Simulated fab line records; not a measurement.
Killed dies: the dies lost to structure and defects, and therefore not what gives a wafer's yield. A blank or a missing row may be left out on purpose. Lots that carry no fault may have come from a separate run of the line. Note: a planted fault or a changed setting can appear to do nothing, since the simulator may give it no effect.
fab line records || flow rit_cmos || part 2 of 2: steps 35 to 43 of 43
record {"lots": 6, "wafers": 18, "last_day": 6}
route steps=202 shown SDANNEAL@156 PSD@157 NSD@158 PLDD@159 NLDD@160 SILICIDE@161 CONTACT@168 M1@184
lots untouched by any fault: they come from a run of this same line in which no faults occurred
start_h: the number of hours between the record's first day and the start of the first shown wafer of the lot || wait_h: hours from the lot's prior step to this one || " same as the row above || L1.1+2: one row covering several wafers at once || - no value present, or no start provided || * or withheld: withheld || < > ~ a bound
route shown NAME@n: a module of which the file shows steps, and the number in the route of the first || usual: mean and standard deviation over wafers with no fault || same: alike in all rows || chamber/n: place in a boat || sites: each site's reading || _std_site: standard deviation of those values || _edge_site: inner sites' mean taken away from outer sites' mean || radius_mm: for every site, how far away it sits from the centre of the wafer || mask NAME#n: copy n || behind: tool/chamber where the wafer was last shaped || hold: why the lot went on hold/how many hours it stayed there/how the hold came to an end || device: the n, p or np transistor that did not switch || end of line: the tests these same wafers got at the end of their route || step lacking rows: just its recipe || killed: the dies lost at the first sort to structure and to defects; this is not the yield of the wafer || map: a wafer's dies, x killed, . not, _ none there
set.NAME: the setting that was run; set.NAME@STEP: the one run at that earlier step || model.NAME: the simulator's own value behind a step, which no gauge read
lots at selected steps of the route; one table per step, one row per wafer
services: the hour from which a tool's chamber was out of use, counted from the record's first day as start_h (under 0 if before that day), plus the number of hours and why
## steps
# step RIT_M1_EXPOSE_06
# recipe {"mask_id": "M12", "na": 0.6, "source_shape": "conventional", "sigma_outer": 0.5, "target_cd_nm": 2600, "dose_mj": 250}
# step RIT_M1_PEB_07
# recipe {"resist": "NOVOLAK", "temp_c": "withheld", "time_s": "withheld"}
# step RIT_M1_DEVELOP_08
# recipe {"resist": "NOVOLAK", "develop_time_s": 68, "dev_temp_c": 23}
# step RIT_M1_CD_MEAS_09
# recipe {"target_cd_nm": 2600}
# usual {"cd_nm": "2599.9/2.3"}
{"lot.wafer": "L440.1", "tool": "cd_sem-02", "chamber": "-", "start_h": 64.59, "wait_h": "-", "cd_nm": 2603.1}
{"lot.wafer": "L440.5", "tool": "cd_sem-02", "chamber": "-", "start_h": 64.59, "wait_h": "-", "cd_nm": 2603.9}
{"lot.wafer": "L440.6", "tool": "cd_sem-02", "chamber": "-", "start_h": 64.59, "wait_h": "-", "cd_nm": 2602.8}
{"lot.wafer": "L448.1", "tool": "cd_sem-02", "chamber": "-", "start_h": 105.28, "wait_h": "-", "cd_nm": 2604.8}
{"lot.wafer": "L448.3", "tool": "cd_sem-02", "chamber": "-", "start_h": 105.28, "wait_h": "-", "cd_nm": 2604.0}
{"lot.wafer": "L448.6", "tool": "cd_sem-02", "chamber": "-", "start_h": 105.28, "wait_h": "-", "cd_nm": 2602.4}
{"lot.wafer": "L449.2", "tool": "cd_sem-01", "chamber": "-", "start_h": 108.80, "wait_h": "-", "cd_nm": 2601.7}
{"lot.wafer": "L449.5", "tool": "cd_sem-01", "chamber": "-", "start_h": 108.80, "wait_h": "-", "cd_nm": 2601.8}
{"lot.wafer": "L449.6", "tool": "cd_sem-01", "chamber": "-", "start_h": 108.80, "wait_h": "-", "cd_nm": 2599.1}
{"lot.wafer": "L452.4", "tool": "cd_sem-02", "chamber": "-", "start_h": 126.39, "wait_h": "-", "cd_nm": 2594.9}
{"lot.wafer": "L452.5", "tool": "cd_sem-02", "chamber": "-", "start_h": 126.39, "wait_h": "-", "cd_nm": 2597.0}
{"lot.wafer": "L452.6", "tool": "cd_sem-02", "chamber": "-", "start_h": 126.39, "wait_h": "-", "cd_nm": 2596.9}
{"lot.wafer": "L456.2", "tool": "cd_sem-02", "chamber": "-", "start_h": 143.82, "wait_h": "-", "cd_nm": 2599.9}
{"lot.wafer": "L456.3", "tool": "cd_sem-02", "chamber": "-", "start_h": 143.82, "wait_h": "-", "cd_nm": 2600.4}
{"lot.wafer": "L456.5", "tool": "cd_sem-02", "chamber": "-", "start_h": 143.82, "wait_h": "-", "cd_nm": 2599.8}
{"lot.wafer": "L457.1", "tool": "cd_sem-02", "chamber": "-", "start_h": 150.49, "wait_h": "-", "cd_nm": 2600.3}
{"lot.wafer": "L457.2", "tool": "cd_sem-02", "chamber": "-", "start_h": 150.49, "wait_h": "-", "cd_nm": 2600.0}
{"lot.wafer": "L457.6", "tool": "cd_sem-02", "chamber": "-", "start_h": 150.49, "wait_h": "-", "cd_nm": 2597.8}
# step RIT_M1_OVL_MEAS_10
# usual {"M1_OVL": "-0.4/1.4"}
{"lot.wafer": "L440.1", "tool": "overlay-01", "chamber": "-", "start_h": 64.71, "wait_h": 0.1, "M1_OVL[nm]": -0.2}
{"lot.wafer": "L440.5", "tool": "overlay-01", "chamber": "-", "start_h": 64.71, "wait_h": 0.1, "M1_OVL[nm]": -2.2}
{"lot.wafer": "L440.6", "tool": "overlay-01", "chamber": "-", "start_h": 64.71, "wait_h": 0.1, "M1_OVL[nm]": -0.4}
{"lot.wafer": "L448.1", "tool": "overlay-01", "chamber": "-", "start_h": 105.40, "wait_h": 0.1, "M1_OVL[nm]": -2.0}
{"lot.wafer": "L448.3", "tool": "overlay-01", "chamber": "-", "start_h": 105.40, "wait_h": 0.1, "M1_OVL[nm]": 1.6}
{"lot.wafer": "L448.6", "tool": "overlay-01", "chamber": "-", "start_h": 105.40, "wait_h": 0.1, "M1_OVL[nm]": -0.2}
{"lot.wafer": "L449.2", "tool": "overlay-02", "chamber": "-", "start_h": 108.90, "wait_h": 0.1, "M1_OVL[nm]": -1.2}
{"lot.wafer": "L449.5", "tool": "overlay-02", "chamber": "-", "start_h": 108.90, "wait_h": 0.1, "M1_OVL[nm]": 0.6}
{"lot.wafer": "L449.6", "tool": "overlay-02", "chamber": "-", "start_h": 108.90, "wait_h": 0.1, "M1_OVL[nm]": -0.9}
{"lot.wafer": "L452.4", "tool": "overlay-02", "chamber": "-", "start_h": 126.47, "wait_h": 0.1, "M1_OVL[nm]": -0.6}
{"lot.wafer": "L452.5", "tool": "overlay-02", "chamber": "-", "start_h": 126.47, "wait_h": 0.1, "M1_OVL[nm]": 0.4}
{"lot.wafer": "L452.6", "tool": "overlay-02", "chamber": "-", "start_h": 126.47, "wait_h": 0.1, "M1_OVL[nm]": -0.1}
{"lot.wafer": "L456.2", "tool": "overlay-01", "chamber": "-", "start_h": 143.92, "wait_h": 0.1, "M1_OVL[nm]": -1.0}
{"lot.wafer": "L456.3", "tool": "overlay-01", "chamber": "-", "start_h": 143.92, "wait_h": 0.1, "M1_OVL[nm]": 0.4}
{"lot.wafer": "L456.5", "tool": "overlay-01", "chamber": "-", "start_h": 143.92, "wait_h": 0.1, "M1_OVL[nm]": -1.1}
{"lot.wafer": "L457.1", "tool": "overlay-02", "chamber": "-", "start_h": 150.61, "wait_h": 0.1, "M1_OVL[nm]": -1.6}
{"lot.wafer": "L457.2", "tool": "overlay-02", "chamber": "-", "start_h": 150.61, "wait_h": 0.1, "M1_OVL[nm]": -1.7}
{"lot.wafer": "L457.6", "tool": "overlay-02", "chamber": "-", "start_h": 150.61, "wait_h": 0.1, "M1_OVL[nm]": -2.0}
# step RIT_M1_HARDBAKE_11
# recipe {"resist": "NOVOLAK", "temp_c": 140, "time_s": 120}
# step RIT_M1_METAL_ETCH_12
# recipe {"stop_on": "SiO2", "chemistry": "Cl2/BCl3", "target": "Al", "time_s": 165, "over_etch_frac": 0.5, "pressure_mtorr": 100, "target_depth_a": 6000, "rf_w": 250, "Cl2_flow_sccm": 60, "bcl3_flow_sccm": 50}
# usual {"drypump_motor_current_A": "6.04/0.22", "oes_product_au": "0.776/0.014", "throttle_valve_pct": "8.30/0.11"}
{"lot.wafer": "L440.1", "tool": "rie_metal-01", "chamber": 0, "start_h": 64.99, "wait_h": 0.2, "drypump_motor_current_A": 6.09, "oes_product_au": 0.757, "rf_hours_counter_h": 1, "throttle_valve_pct": 8.22, "model.SiO2_of_CONTACT_CVD_00.thk_nm": 353.7}
{"lot.wafer": "L440.5", "tool": "rie_metal-01", "chamber": 0, "start_h": 64.99, "wait_h": 0.2, "drypump_motor_current_A": 6.01, "oes_product_au": 0.761, "rf_hours_counter_h": "-", "throttle_valve_pct": 8.21, "model.SiO2_of_CONTACT_CVD_00.thk_nm": 365.1}
{"lot.wafer": "L440.6", "tool": "rie_metal-01", "chamber": 1, "start_h": 64.99, "wait_h": 0.2, "drypump_motor_current_A": 5.93, "oes_product_au": 0.798, "rf_hours_counter_h": "-", "throttle_valve_pct": 8.28, "model.SiO2_of_CONTACT_CVD_00.thk_nm": 366.4}
{"lot.wafer": "L448.1", "tool": "rie_metal-02", "chamber": 0, "start_h": 105.88, "wait_h": 0.2, "drypump_motor_current_A": 5.77, "oes_product_au": 0.770, "rf_hours_counter_h": 38, "throttle_valve_pct": 8.29, "model.SiO2_of_CONTACT_CVD_00.thk_nm": 360.6}
{"lot.wafer": "L448.3", "tool": "rie_metal-02", "chamber": 0, "start_h": 105.88, "wait_h": 0.2, "drypump_motor_current_A": 5.77, "oes_product_au": 0.773, "rf_hours_counter_h": "-", "throttle_valve_pct": 8.33, "model.SiO2_of_CONTACT_CVD_00.thk_nm": 352.1}
{"lot.wafer": "L448.6", "tool": "rie_metal-02", "chamber": 1, "start_h": 105.88, "wait_h": 0.2, "drypump_motor_current_A": 6.35, "oes_product_au": 0.770, "rf_hours_counter_h": "-", "throttle_valve_pct": 8.53, "model.SiO2_of_CONTACT_CVD_00.thk_nm": 367.5}
{"lot.wafer": "L449.2", "tool": "rie_metal-01", "chamber": 1, "start_h": 109.18, "wait_h": 0.2, "drypump_motor_current_A": 5.92, "oes_product_au": 0.790, "rf_hours_counter_h": 1, "throttle_valve_pct": 8.27, "model.SiO2_of_CONTACT_CVD_00.thk_nm": 345.3}
{"lot.wafer": "L449.5", "tool": "rie_metal-01", "chamber": 0, "start_h": 109.18, "wait_h": 0.2, "drypump_motor_current_A": 6.04, "oes_product_au": 0.754, "rf_hours_counter_h": "-", "throttle_valve_pct": 8.21, "model.SiO2_of_CONTACT_CVD_00.thk_nm": 350.7}
{"lot.wafer": "L449.6", "tool": "rie_metal-01", "chamber": 1, "start_h": 109.18, "wait_h": 0.2, "drypump_motor_current_A": 5.93, "oes_product_au": 0.801, "rf_hours_counter_h": "-", "throttle_valve_pct": 8.28, "model.SiO2_of_CONTACT_CVD_00.thk_nm": 352.2}
{"lot.wafer": "L452.4", "tool": "rie_metal-01", "chamber": 1, "start_h": 126.79, "wait_h": 0.1, "drypump_motor_current_A": 5.93, "oes_product_au": 0.809, "rf_hours_counter_h": "-", "throttle_valve_pct": 8.26, "model.SiO2_of_CONTACT_CVD_00.thk_nm": 347.6}
{"lot.wafer": "L452.5", "tool": "rie_metal-01", "chamber": 1, "start_h": 126.79, "wait_h": 0.1, "drypump_motor_current_A": 5.93, "oes_product_au": 0.808, "rf_hours_counter_h": "-", "throttle_valve_pct": 8.27, "model.SiO2_of_CONTACT_CVD_00.thk_nm": 349.5}
{"lot.wafer": "L452.6", "tool": "rie_metal-01", "chamber": 0, "start_h": 126.79, "wait_h": 0.1, "drypump_motor_current_A": 6.04, "oes_product_au": 0.764, "rf_hours_counter_h": "-", "throttle_valve_pct": 8.21, "model.SiO2_of_CONTACT_CVD_00.thk_nm": 351.5}
{"lot.wafer": "L456.2", "tool": "rie_metal-03", "chamber": 0, "start_h": 144.20, "wait_h": 0.2, "drypump_motor_current_A": 5.87, "oes_product_au": 0.771, "rf_hours_counter_h": 5, "throttle_valve_pct": 8.30, "model.SiO2_of_CONTACT_CVD_00.thk_nm": 361.4}
{"lot.wafer": "L456.3", "tool": "rie_metal-03", "chamber": 0, "start_h": 144.20, "wait_h": 0.2, "drypump_motor_current_A": 5.89, "oes_product_au": 0.766, "rf_hours_counter_h": "-", "throttle_valve_pct": 8.31, "model.SiO2_of_CONTACT_CVD_00.thk_nm": 360.6}
{"lot.wafer": "L456.5", "tool": "rie_metal-03", "chamber": 1, "start_h": 144.20, "wait_h": 0.2, "drypump_motor_current_A": 6.19, "oes_product_au": 0.772, "rf_hours_counter_h": "-", "throttle_valve_pct": 8.22, "model.SiO2_of_CONTACT_CVD_00.thk_nm": 363.2}
{"lot.wafer": "L457.1", "tool": "rie_metal-01", "chamber": 0, "start_h": 150.89, "wait_h": 0.2, "drypump_motor_current_A": 6.02, "oes_product_au": 0.769, "rf_hours_counter_h": 2, "throttle_valve_pct": 8.20, "model.SiO2_of_CONTACT_CVD_00.thk_nm": 365.7}
{"lot.wafer": "L457.2", "tool": "rie_metal-01", "chamber": 1, "start_h": 150.89, "wait_h": 0.2, "drypump_motor_current_A": 5.92, "oes_product_au": 0.811, "rf_hours_counter_h": 2, "throttle_valve_pct": 8.27, "model.SiO2_of_CONTACT_CVD_00.thk_nm": 364.7}
{"lot.wafer": "L457.6", "tool": "rie_metal-01", "chamber": 1, "start_h": 150.89, "wait_h": 0.2, "drypump_motor_current_A": 5.91, "oes_product_au": 0.811, "rf_hours_counter_h": "-", "throttle_valve_pct": 8.27, "model.SiO2_of_CONTACT_CVD_00.thk_nm": 371.9}
# step RIT_M1_STRIP_13
# recipe {"chemistry": "nmp", "resist": "NOVOLAK", "temp_c": 80, "time_s": 600, "dry": "n2_spin"}
# step RIT_M1_PROBE_99
# usual {"killed_at_contacts": "0.0/0.16", "killed_at_front_end": "7/3", "killed_dies": "7/3", "killed_open": "3.5/2", "killed_short": "3.6/2.1"}
# same {"gross_dies": 264, "killed_at_M0_to_M3": 0, "killed_at_M4_up": 0, "killed_at_back_side": 0, "killed_at_other": 0}
{"lot.wafer": "L440.1", "tool": "prober-01", "chamber": "-", "start_h": 68.47, "wait_h": 0.1, "killed_at_contacts": 0, "killed_at_front_end": 12, "killed_dies": 12, "killed_open": 8, "killed_short": 4}
{"lot.wafer": "L440.5", "tool": "prober-01", "chamber": "-", "start_h": 68.67, "wait_h": 0.2, "killed_at_contacts": 0, "killed_at_front_end": 15, "killed_dies": 15, "killed_open": 7, "killed_short": 8}
{"lot.wafer": "L440.6", "tool": "prober-01", "chamber": "-", "start_h": 68.72, "wait_h": 0.2, "killed_at_contacts": 0, "killed_at_front_end": 8, "killed_dies": 8, "killed_open": 4, "killed_short": 4}
{"lot.wafer": "L448.1", "tool": "prober-01", "chamber": "-", "start_h": 108.14, "wait_h": 0.1, "killed_at_contacts": 0, "killed_at_front_end": 6, "killed_dies": 6, "killed_open": 5, "killed_short": 1}
{"lot.wafer": "L448.3", "tool": "prober-01", "chamber": "-", "start_h": 108.24, "wait_h": 0.2, "killed_at_contacts": 0, "killed_at_front_end": 7, "killed_dies": 7, "killed_open": 5, "killed_short": 2}
{"lot.wafer": "L448.6", "tool": "prober-01", "chamber": "-", "start_h": 108.39, "wait_h": 0.2, "killed_at_contacts": 0, "killed_at_front_end": 10, "killed_dies": 10, "killed_open": 4, "killed_short": 6}
{"lot.wafer": "L449.2", "tool": "prober-02", "chamber": "-", "start_h": 113.80, "wait_h": 0.1, "killed_at_contacts": 0, "killed_at_front_end": 8, "killed_dies": 8, "killed_open": 2, "killed_short": 6}
{"lot.wafer": "L449.5", "tool": "prober-02", "chamber": "-", "start_h": 113.95, "wait_h": 0.2, "killed_at_contacts": 0, "killed_at_front_end": 8, "killed_dies": 8, "killed_open": 6, "killed_short": 2}
{"lot.wafer": "L449.6", "tool": "prober-02", "chamber": "-", "start_h": 114.00, "wait_h": 0.2, "killed_at_contacts": 0, "killed_at_front_end": 10, "killed_dies": 10, "killed_open": 4, "killed_short": 6}
# killed by level:class
L440.1 GATE:geometric_particle:open=6 GATE:geometric_particle:short=4 FOX1:geometric_particle:open=1 SPACER:geometric_particle:open=1
L440.5 GATE:geometric_particle:short=4 FOX1:geometric_particle:open=3 GATE:geometric_particle:open=3 FOX1:geometric_particle:short=1 FOX2:geometric_particle:short=1 SPACER:geometric_particle:short=1 SILICIDE:geometric_particle:short=1 SILICIDE:geometric_particle:open=1
L440.6 GATE:geometric_particle:short=3 FOX1:geometric_particle:open=1 GATE:geometric_particle:open=1 REOX:geometric_particle:open=1 SPACER:geometric_particle:open=1 SILICIDE:geometric_particle:short=1
L448.1 GATE:geometric_particle:open=3 FOX1:geometric_particle:short=1 REOX:geometric_particle:open=1 SILICIDE:geometric_particle:open=1
L448.3 GATE:geometric_particle:open=3 REOX:geometric_particle:open=2 FOX1:geometric_particle:short=1 GATE:geometric_particle:short=1
L448.6 GATE:geometric_particle:short=4 GATE:geometric_particle:open=3 FOX1:geometric_particle:open=1 FOX1:geometric_particle:short=1 SILICIDE:geometric_particle:short=1
L449.2 GATE:geometric_particle:short=5 FOX2:geometric_particle:short=1 FOX2:geometric_particle:open=1 GATE:geometric_particle:open=1
L449.5 FOX2:geometric_particle:open=2 GATE:geometric_particle:short=2 REOX:geometric_particle:open=2 FOX1:geometric_particle:open=1 GATE:geometric_particle:open=1
L449.6 GATE:geometric_particle:short=3 FOX1:geometric_particle:short=2 GATE:geometric_particle:open=1 REOX:geometric_particle:open=1 SPACER:geometric_particle:open=1 SILICIDE:geometric_particle:open=1 SILICIDE:geometric_particle:short=1
## services
{"tool": "rie_diel-02", "chamber": "-", "start_h": 37.16, "hours": 0.4, "kind": "repair"}
{"tool": "pvd_sputter-02", "chamber": "-", "start_h": 43.90, "hours": 2.0, "kind": "repair"}
{"tool": "pvd_sputter-01", "chamber": "-", "start_h": 52.04, "hours": 1.8, "kind": "repair"}
{"tool": "pvd_sputter-01", "chamber": "-", "start_h": 54.21, "hours": 5.4, "kind": "repair"}
{"tool": "rie_metal-01", "chamber": "-", "start_h": 60.19, "hours": 4.3, "kind": "pm"}
{"tool": "rie_metal-03", "chamber": "-", "start_h": 62.33, "hours": 2.8, "kind": "pm"}
{"tool": "pecvd-02", "chamber": "-", "start_h": 66.12, "hours": 2.8, "kind": "pm"}
{"tool": "rie_diel-04", "chamber": "-", "start_h": 67.93, "hours": 1.0, "kind": "repair"}
{"tool": "pvd_sputter-02", "chamber": "-", "start_h": 69.51, "hours": 2.9, "kind": "repair"}
{"tool": "rie_diel-04", "chamber": "-", "start_h": 73.75, "hours": 15.6, "kind": "pm"}
{"tool": "rie_metal-03", "chamber": "-", "start_h": 81.11, "hours": 1.4, "kind": "pm"}
{"tool": "pecvd-04", "chamber": "-", "start_h": 91.57, "hours": 3.2, "kind": "repair"}
{"tool": "rie_diel-02", "chamber": 1, "start_h": 97.48, "hours": 7.5, "kind": "repair"}
{"tool": "plasma_asher-01", "chamber": "-", "start_h": 98.37, "hours": 0.4, "kind": "repair"}
{"tool": "plasma_asher-01", "chamber": "-", "start_h": 103.03, "hours": 2.8, "kind": "pm"}
{"tool": "rie_diel-02", "chamber": 1, "start_h": 105.38, "hours": 5.0, "kind": "repair"}
{"tool": "pecvd-02", "chamber": 2, "start_h": 106.41, "hours": 13.7, "kind": "repair"}
{"tool": "plasma_asher-02", "chamber": "-", "start_h": 108.75, "hours": 9.0, "kind": "pm"}
{"tool": "pvd_sputter-04", "chamber": "-", "start_h": 113.23, "hours": 4.1, "kind": "repair"}
{"tool": "rie_diel-02", "chamber": 3, "start_h": 124.14, "hours": 9.1, "kind": "repair"}
{"tool": "plasma_asher-04", "chamber": "-", "start_h": 125.04, "hours": 2.2, "kind": "repair"}
{"tool": "rie_metal-02", "chamber": "-", "start_h": 136.12, "hours": 20.0, "kind": "pm"}
{"tool": "pvd_sputter-03", "chamber": "-", "start_h": 136.90, "hours": 1.7, "kind": "repair"}
{"tool": "pvd_sputter-02", "chamber": "-", "start_h": 139.07, "hours": 2.6, "kind": "repair"}
## key
first_sign {"step": "RIT_CONTACT_CVD_00", "reading": "run_length_s", "direction": "down", "sigmas": 2.9, "usual": "*", "struck": "*"}
effect {"step": "RIT_CONTACT_THK_MEAS_01", "reading": "CONTACT_TEOS_THK", "direction": "down", "sigmas": 2.6, "usual": 399, "struck": 386}
model_effect {"step": "RIT_CONTACT_CVD_00", "value": "SiO2_of_CONTACT_CVD_00.thk_nm", "without": 397.1, "struck": 386.4}
model_effect {"step": "RIT_CONTACT_ETCH_11", "value": "CONTACT.feature_depth_nm", "without": 397.1, "struck": 386.4}
model_effect {"step": "RIT_M1_METAL_ETCH_12", "value": "SiO2_of_CONTACT_CVD_00.thk_nm", "without": 360.1, "struck": 349.5}
met_at RIT_CONTACT_CVD_00
struck_wafers L449.2,L449.5,L449.6,L452.4,L452.5,L452.6
tester_left_out L449,L452
onset_between 60.87 105.07
fault {"kind": "process_parameter_drift", "tool": "pecvd-02", "chamber": "-", "onset_h": 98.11, "steps": "RIT_CONTACT_CVD_00", "channel": "time_s", "offset": "*", "shape": "step", "end_h": 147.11, "stated": "*"}
# tester_left_out: of these lots the tester's yield and bins aren't shown, on N5 and GAA mostly nor the transistor test; their killed dies are dies lost to structure and defects alone, not to doping, threshold or leakage, so they don't give the yield
